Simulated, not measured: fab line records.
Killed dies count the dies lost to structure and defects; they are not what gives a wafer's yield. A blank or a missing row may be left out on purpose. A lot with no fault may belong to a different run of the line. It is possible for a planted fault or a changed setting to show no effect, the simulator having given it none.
fab line records    flow rit-cmos
[record] lots = 15  wafers = 45  last-day = 8
route steps=202 shown CONTACT@180 M1@202
lots untouched by any fault: they come from a run of this same line in which no faults occurred
start-h: hours from the record's first day to the start of the lot's first wafer shown    wait-h: how many hours have passed since the lot's step before this one    " unchanged from the row above    L1.1+2: a single row standing in for several wafers    - no value, or no start was given    * or withheld: withheld    < > ~ a bound
route shown NAME@n: names a module that has steps shown in the file, with the first one's number in the route    usual: the fault-free wafers' mean and standard deviation    same: alike in all rows    chamber/n: place in a boat    sites: each site's reading    _std_site: how widely they spread, as a standard deviation    _edge_site: inner sites' mean taken away from outer sites' mean    radius-mm: for every site, how far away it sits from the centre of the wafer    mask NAME#n: copy n    behind: the tool/chamber that last shaped the wafer    hold: reason for holding the lot/hours on hold/outcome of the hold    device: which transistor (n, p or np) failed to switch    end of line: the route-end tests of the same wafers    where a step has no rows: the recipe by itself    killed: dies lost to structure and defects at the first sort, not the wafer's yield    map: shows each die of a wafer: x if killed, . if not, _ if none is there
set.NAME: the setting as run; set.NAME@STEP: as run at that earlier step    model.NAME: the simulator's own value behind a step, which no gauge read
the route's steps for a sample of lots (tables are steps, rows are wafers)
services: when a tool's chamber went out of use (start-h, in hours from the record's first day, below 0 if earlier), for how many hours, and the reason
[[steps]]
[step RIT_CONTACT_STRIP_12]
[recipe] chemistry = O2  time-s = 180  resist = NOVOLAK  platen-temp-c = withheld  power-w = 500  pressure-mtorr = 4000  o2-flow-sccm = 4000
[usual] drypump-motor-current-A = 5.5/0.49  run-length-s = 208.3/0.41
lot.wafer  tool             chamber  start-h  wait-h  drypump-motor-current-A  rf-hours-counter-h  run-length-s
L998.1     plasma-asher-02  0        56.64    0.1     6.5                      44                  208.0
L998.3     "                0        "        "       6.5                      -                   208.2
L998.4     "                1        "        "       5.9                      -                   208.5
L999.2     plasma-asher-03  1        61.36    0.1     5.2                      26                  207.9
L999.3     "                1        "        "       5.2                      -                   208.6
L999.6     "                0        "        "       5.8                      -                   208.4
L100.2     plasma-asher-01  0        66.47    0.1     5.3                      34                  208.6
L100.3     "                0        "        "       5.3                      -                   208.5
L100.6     "                1        "        "       4.9                      -                   207.7
L101.1     plasma-asher-01  0        72.61    0.1     5.3                      35                  208.6
L101.2     "                1        "        "       4.9                      35                  208.2
L101.6     "                0        "        "       5.4                      -                   209.0
L103.1     plasma-asher-03  0        82.56    0.1     5.8                      29                  208.5
L103.2     "                1        "        "       5.2                      29                  208.0
L103.5     "                0        "        "       5.8                      -                   208.3
L105.2     plasma-asher-01  1        92.14    0.1     4.9                      37                  207.8
L105.5     "                0        "        "       5.4                      -                   208.6
L105.6     "                1        "        "       4.9                      -                   207.8
L108.3     plasma-asher-01  1        109.36   0.2     4.9                      -                   199.7
L108.5     "                0        "        "       5.3                      -                   200.8
L108.6     "                1        "        "       4.9                      -                   199.6
L111.2     plasma-asher-01  0        127.45   0.1     5.3                      40                  200.6
L111.3     "                1        "        "       4.9                      -                   199.9
L111.4     "                0        "        "       5.3                      -                   200.5
L112.2     plasma-asher-01  0        136.45   0.1     5.4                      41                  200.8
L112.5     "                1        "        "       4.9                      -                   199.8
L112.6     "                0        "        "       5.3                      -                   200.7
L116.1     plasma-asher-03  0        161.01   0.1     5.8                      37                  208.4
L116.2     "                1        "        "       5.2                      37                  207.9
L116.4     "                0        "        "       5.8                      -                   208.4
L117.2     plasma-asher-03  1        168.31   0.1     5.3                      37                  208.1
L117.4     "                0        "        "       5.7                      -                   208.5
L117.5     "                1        "        "       5.3                      -                   208.7
L118.3     plasma-asher-02  1        168.61   0.2     5.9                      -                   208.7
L118.4     "                0        "        "       6.5                      -                   208.1
L118.5     "                0        "        "       6.5                      -                   208.7
L119.2     plasma-asher-03  1        180.26   0.1     5.2                      38                  208.3
L119.3     "                0        "        "       5.7                      -                   208.1
L119.4     "                1        "        "       5.2                      -                   208.6
L121.2     plasma-asher-02  1        186.33   0.1     5.9                      6                   209.0
L121.4     "                0        "        "       6.5                      -                   208.2
L121.6     "                0        "        "       6.5                      -                   208.5
L120.1     plasma-asher-01  1        186.81   0.1     4.9                      46                  207.5
L120.2     "                0        "        "       5.3                      46                  208.5
L120.6     "                1        "        "       4.9                      -                   207.8
[step RIT_M1_PROBE_99]
[usual] killed-at-contacts = 0.1/0.27  killed-at-front-end = 7/3.1  killed-dies = 7/3.2  killed-open = 3.8/2.1  killed-short = 3.6/2
[same] gross-dies = 264  killed_at_M0_to_M3 = 0  killed_at_M4_up = 0  killed-at-back-side = 0  killed-at-other = 0
lot.wafer  tool       chamber  start-h  wait-h  killed-at-contacts  killed-at-front-end  killed-dies  killed-open  killed-short
L100.2     prober-01  -        71.40    0.1     0                   5                    5            4            1
L100.3     prober-01  -        71.45    0.2     0                   10                   10           7            3
L100.6     prober-01  -        71.60    0.2     0                   10                   10           6            4
// killed by level:class
L100.2 FOX1:geometric-particle:open=1 FOX1:geometric-particle:short=1 GATE:geometric-particle:open=1 REOX:geometric-particle:open=1 SPACER:geometric-particle:open=1
L100.3 GATE:geometric-particle:open=3 FOX1:geometric-particle:open=2 REOX:geometric-particle:open=2 FOX1:geometric-particle:short=1 SPACER:geometric-particle:short=1 SILICIDE:geometric-particle:short=1
L100.6 GATE:geometric-particle:open=4 FOX1:geometric-particle:short=2 FOX1:geometric-particle:open=1 GATE:geometric-particle:short=1 REOX:geometric-particle:open=1 REOX:geometric-particle:short=1
[[services]]
tool             chamber  start-h  hours  kind
plasma-asher-03  -        54.35    4.3    repair
plasma-asher-01  -        54.84    6.3    repair
plasma-asher-02  -        108.75   9.0    pm
plasma-asher-02  0        108.75   9.0    vent-cycle
plasma-asher-02  1        108.75   9.0    vent-cycle
plasma-asher-02  0        117.75   -      clean
plasma-asher-02  1        117.75   -      clean
plasma-asher-02  -        180.85   0.5    repair
[[key]]
[first-sign] step = RIT_CONTACT_STRIP_12  reading = run-length-s  direction = down  sigmas = 20  usual = *  struck = *
effect none on later readings
met-at RIT_CONTACT_STRIP_12
struck-lots L108,L111,L112
tester-left-out L108,L111,L112
onset-between 92.14 109.36
[fault] kind = process-parameter-drift  tool = plasma-asher-01  chamber = -  onset-h = 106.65  steps = RIT_CONTACT_STRIP_12  channel = time-s  offset = *  shape = step  end-h = 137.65  acts-in = *  stated = *
// tester-left-out: of these lots the tester's yield and bins aren't shown, on N5 and GAA mostly nor the transistor test; their killed dies are dies lost to structure and defects alone, not to doping, threshold or leakage, so they don't give the yield
